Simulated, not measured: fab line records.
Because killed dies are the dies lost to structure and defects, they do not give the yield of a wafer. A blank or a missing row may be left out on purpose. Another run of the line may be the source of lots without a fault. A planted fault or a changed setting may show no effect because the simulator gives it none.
Which of the tools did it? || flow berkeley_cmos170 || 15 lots, 44 wafers sampled, at 5 steps of a route of 331

== WHAT THE GAUGES READ, wafer by wafer ==
UCB170_SILICIDE_RS_MEAS_02: the measuring method here is four-point-probe.
{"lot": "L316", "measured": "day 8 11:23", "on": "film_metro-02", "SILICIDE_TI_RS (ohm/sq)": "26.1 26.2 26.3"}
{"lot": "L315", "measured": "day 8 11:38", "on": "film_metro-03", "SILICIDE_TI_RS (ohm/sq)": "26.7 26.8 26.4"}
{"lot": "L314", "measured": "day 8 11:44", "on": "film_metro-01", "SILICIDE_TI_RS (ohm/sq)": "26.7 26.9 26.1"}
{"lot": "L318", "measured": "day 8 19:09", "on": "film_metro-01", "SILICIDE_TI_RS (ohm/sq)": "26.0 25.8 26.2"}
{"lot": "L317", "measured": "day 8 19:22", "on": "film_metro-02", "SILICIDE_TI_RS (ohm/sq)": "25.6 25.8 25.7"}
{"lot": "L319", "measured": "day 9 13:44", "on": "film_metro-01", "SILICIDE_TI_RS (ohm/sq)": "26.3 26.0 26.1"}
{"lot": "L320", "measured": "day 9 14:21", "on": "film_metro-02", "SILICIDE_TI_RS (ohm/sq)": "26.0 26.1 26.1"}
{"lot": "L322", "measured": "day 9 23:54", "on": "film_metro-01", "SILICIDE_TI_RS (ohm/sq)": "26.0 25.9 25.7"}
{"lot": "L321", "measured": "day 10 00:27", "on": "film_metro-03", "SILICIDE_TI_RS (ohm/sq)": "25.8 25.8 25.6"}
{"lot": "L323", "measured": "day 10 08:24", "on": "film_metro-03", "SILICIDE_TI_RS (ohm/sq)": "25.9 26.1 25.6"}
{"lot": "L328", "measured": "day 11 01:07", "on": "film_metro-03", "SILICIDE_TI_RS (ohm/sq)": "26.1 26.6 26.2"}
{"lot": "L327", "measured": "day 11 01:50", "on": "film_metro-01", "SILICIDE_TI_RS (ohm/sq)": "25.3 25.6 25.6"}
{"lot": "L330", "measured": "day 11 11:03", "on": "film_metro-02", "SILICIDE_TI_RS (ohm/sq)": "25.9 25.9 25.1"}
{"lot": "L331", "measured": "day 12 05:04", "on": "film_metro-02", "SILICIDE_TI_RS (ohm/sq)": "25.8 26.5"}
{"lot": "L335", "measured": "day 12 11:32", "on": "film_metro-01", "SILICIDE_TI_RS (ohm/sq)": "25.6 26.0 25.6"}

UCB170_CONTACT_CD_MEAS_15 targets a cd of 700 nm.
{"lot": "L316", "measured": "day 8 17:25", "on": "cd_sem-02", "cd_nm (nm)": "702.2 701.9 700.8"}
{"lot": "L315", "measured": "day 8 16:48", "on": "cd_sem-02", "cd_nm (nm)": "697.5 699.3 698.7"}
{"lot": "L314", "measured": "day 8 17:09", "on": "cd_sem-02", "cd_nm (nm)": "699.5 697.8 697.0"}
{"lot": "L318", "measured": "day 8 23:12", "on": "cd_sem-02", "cd_nm (nm)": "699.2 699.5 700.2"}
{"lot": "L317", "measured": "day 8 23:28", "on": "cd_sem-01", "cd_nm (nm)": "700.2 699.5 699.8"}
{"lot": "L319", "measured": "day 9 17:50", "on": "cd_sem-01", "cd_nm (nm)": "698.9 699.3 699.0"}
{"lot": "L320", "measured": "day 9 18:19", "on": "cd_sem-02", "cd_nm (nm)": "701.4 701.1 699.8"}
{"lot": "L322", "measured": "day 10 06:25", "on": "cd_sem-01", "cd_nm (nm)": "700.7 700.2 700.6"}
{"lot": "L321", "measured": "day 10 06:44", "on": "cd_sem-01", "cd_nm (nm)": "697.0 695.9 697.4"}
{"lot": "L323", "measured": "day 10 16:46", "on": "cd_sem-01", "cd_nm (nm)": "701.7 699.8 699.7"}
{"lot": "L328", "measured": "day 11 06:39", "on": "cd_sem-02", "cd_nm (nm)": "700.3 701.0 700.8"}
{"lot": "L327", "measured": "day 11 06:59", "on": "cd_sem-02", "cd_nm (nm)": "700.6 700.8 700.0"}
{"lot": "L330", "measured": "day 11 15:40", "on": "cd_sem-02", "cd_nm (nm)": "701.4 699.1 700.3"}
{"lot": "L331", "measured": "day 12 09:16", "on": "cd_sem-02", "cd_nm (nm)": "699.6 702.0"}
{"lot": "L335", "measured": "day 12 19:56", "on": "cd_sem-02", "cd_nm (nm)": "699.2 698.3 698.1"}

UCB170_V1_THK_MEAS_01.
{"lot": "L316", "measured": "day 8 22:05", "on": "film_metro-04", "V1_TEOS_THK (nm)": "1971 2008 1958"}
{"lot": "L315", "measured": "day 8 20:37", "on": "film_metro-03", "V1_TEOS_THK (nm)": "1999 2046 2020"}
{"lot": "L314", "measured": "day 8 21:58", "on": "film_metro-04", "V1_TEOS_THK (nm)": "1985 2029 2036"}
{"lot": "L318", "measured": "day 9 03:10", "on": "film_metro-01", "V1_TEOS_THK (nm)": "2008 1974 2014"}
{"lot": "L317", "measured": "day 9 04:30", "on": "film_metro-01", "V1_TEOS_THK (nm)": "1963 2002 2036"}
{"lot": "L319", "measured": "day 9 21:41", "on": "film_metro-04", "V1_TEOS_THK (nm)": "1975 1983 2022"}
{"lot": "L320", "measured": "day 9 23:02", "on": "film_metro-01", "V1_TEOS_THK (nm)": "2012 2028 2082"}
{"lot": "L322", "measured": "day 10 10:31", "on": "film_metro-01", "V1_TEOS_THK (nm)": "2008 2037 2011"}
{"lot": "L321", "measured": "day 10 11:51", "on": "film_metro-01", "V1_TEOS_THK (nm)": "2020 2040 2023"}
{"lot": "L323", "measured": "day 11 02:08", "on": "film_metro-04", "V1_TEOS_THK (nm)": "2018 1994 2006"}
{"lot": "L328", "measured": "day 11 10:58", "on": "film_metro-04", "V1_TEOS_THK (nm)": "1976 1963 1978"}
{"lot": "L327", "measured": "day 11 12:19", "on": "film_metro-01", "V1_TEOS_THK (nm)": "2005 1980 2004"}
{"lot": "L330", "measured": "day 11 20:47", "on": "film_metro-04", "V1_TEOS_THK (nm)": "1960 1985 2024"}
{"lot": "L331", "measured": "day 12 20:23", "on": "film_metro-01", "V1_TEOS_THK (nm)": "1999 1998"}
{"lot": "L335", "measured": "day 13 01:06", "on": "film_metro-03", "V1_TEOS_THK (nm)": "2006 1966 2010"}

UCB170_V1_OVL_MEAS_13.
{"lot": "L316", "measured": "day 9 00:05", "on": "overlay-02", "V1_OVL (nm)": "-1 -3 8"}
{"lot": "L315", "measured": "day 8 22:18", "on": "overlay-01", "V1_OVL (nm)": "2 -3 6"}
{"lot": "L314", "measured": "day 8 23:49", "on": "overlay-02", "V1_OVL (nm)": "1 -2 -3"}
{"lot": "L318", "measured": "day 9 05:38", "on": "overlay-01", "V1_OVL (nm)": "6 9 7"}
{"lot": "L317", "measured": "day 9 07:42", "on": "overlay-01", "V1_OVL (nm)": "5 -2 8"}
{"lot": "L319", "measured": "day 10 00:18", "on": "overlay-01", "V1_OVL (nm)": "1 4 0"}
{"lot": "L320", "measured": "day 10 01:23", "on": "overlay-01", "V1_OVL (nm)": "3 -3 1"}
{"lot": "L322", "measured": "day 10 12:20", "on": "overlay-01", "V1_OVL (nm)": "2 -1 4"}
{"lot": "L321", "measured": "day 10 13:48", "on": "overlay-02", "V1_OVL (nm)": "4 2 -10"}
{"lot": "L323", "measured": "day 11 04:27", "on": "overlay-01", "V1_OVL (nm)": "1 4 4"}
{"lot": "L328", "measured": "day 11 12:56", "on": "overlay-01", "V1_OVL (nm)": "64 65 60 63 66 59"}
{"lot": "L327", "measured": "day 11 14:15", "on": "overlay-01", "V1_OVL (nm)": "59 65 55 61 64 57"}
{"lot": "L330", "measured": "day 11 23:25", "on": "overlay-02", "V1_OVL (nm)": "55 62 57 54 63 56"}
{"lot": "L331", "measured": "day 12 23:20", "on": "overlay-01", "V1_OVL (nm)": "60 64 61 66"}
{"lot": "L335", "measured": "day 13 04:02", "on": "overlay-02", "V1_OVL (nm)": "0 1 -4"}

== WHICH TOOL RAN EACH LOT (tool, then ch and the chambers of the sampled wafers, then the start) ==
{"lot": "L316", "UCB170_V1_EXPOSE_09": "krf_scanner-02 ch 0, day 8 23:35"}
{"lot": "L315", "UCB170_V1_EXPOSE_09": "krf_scanner-02 ch 0, day 8 21:49"}
{"lot": "L314", "UCB170_V1_EXPOSE_09": "krf_scanner-01 ch 0, day 8 23:17"}
{"lot": "L318", "UCB170_V1_EXPOSE_09": "krf_scanner-01 ch 0, day 9 04:28"}
{"lot": "L317", "UCB170_V1_EXPOSE_09": "krf_scanner-02 ch 0, day 9 06:47"}
{"lot": "L319", "UCB170_V1_EXPOSE_09": "krf_scanner-02 ch 0, day 9 23:47"}
{"lot": "L320", "UCB170_V1_EXPOSE_09": "krf_scanner-02 ch 0, day 10 00:55"}
{"lot": "L322", "UCB170_V1_EXPOSE_09": "krf_scanner-01 ch 0, day 10 11:50"}
{"lot": "L321", "UCB170_V1_EXPOSE_09": "krf_scanner-02 ch 0, day 10 13:10"}
{"lot": "L323", "UCB170_V1_EXPOSE_09": "krf_scanner-01 ch 0, day 11 03:54"}
{"lot": "L328", "UCB170_V1_EXPOSE_09": "krf_scanner-02 ch 0, day 11 12:22"}
{"lot": "L327", "UCB170_V1_EXPOSE_09": "krf_scanner-02 ch 0, day 11 13:33"}
{"lot": "L330", "UCB170_V1_EXPOSE_09": "krf_scanner-02 ch 0, day 11 22:41"}
{"lot": "L331", "UCB170_V1_EXPOSE_09": "krf_scanner-02 ch 0, day 12 22:46"}
{"lot": "L335", "UCB170_V1_EXPOSE_09": "krf_scanner-01 ch 0, day 13 03:32"}
- UCB170_V1_EXPOSE_09: exposes mask VIA1, target cd 700 nm.

== AS READ BY THE TOOLS THEMSELVES (means over the sampled wafers that have a number; for cases with no such wafer, the mark the record gives instead) ==
The record holds no such reading with a usual standard deviation.

== THE ANSWER, worked out from the rows above alone ==
Rule: usual is defined by the lots themselves. The widest of any qualifying gaps counts: lots, ordered by their means at a reading, are off when they make up no more than a third of the lots, leave a main group of 4 or more, and stand apart from it by 3 or more times the standard deviation of that group's means. Not used: any main group whose means are identical at the precision the tables above print for the reading. Also off: a lot with no number at a reading for which 4 or more lots have one. Where the step has rows for the other lots, those lots are counted as sound. After the gauges, taken in route order, come the tools' own readings; for these a lot's mean is taken, as printed above. At the first step where some lot is off, the reading lying furthest off is the one used; lots without a number count as furthest.
Off: L328, L327, L330, L331, seen at UCB170_V1_OVL_MEAS_13 (V1_OVL). The main group has a mean of 2 nm with a standard deviation of 2.4.
A tool fits if, at a process step before that reading, it ran every lot that is off, and no sound lot after the first of them. The gauges at UCB170_V1_OVL_MEAS_13 are tried like those tools. One fits: UCB170_V1_EXPOSE_09 on krf_scanner-02. Its last sound lot is L321 (day 10 13:10), its first lot that is off L328 (day 11 12:22): a fault that began between those two fits.

== WHAT THE SIMULATOR PUT IN ==
Scanner matching overlay: krf_scanner-02, from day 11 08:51 on, at UCB170_V1_EXPOSE_09. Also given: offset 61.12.
Shown lots that were struck: L328, L327, L330, L331. Same finding as the rule above.
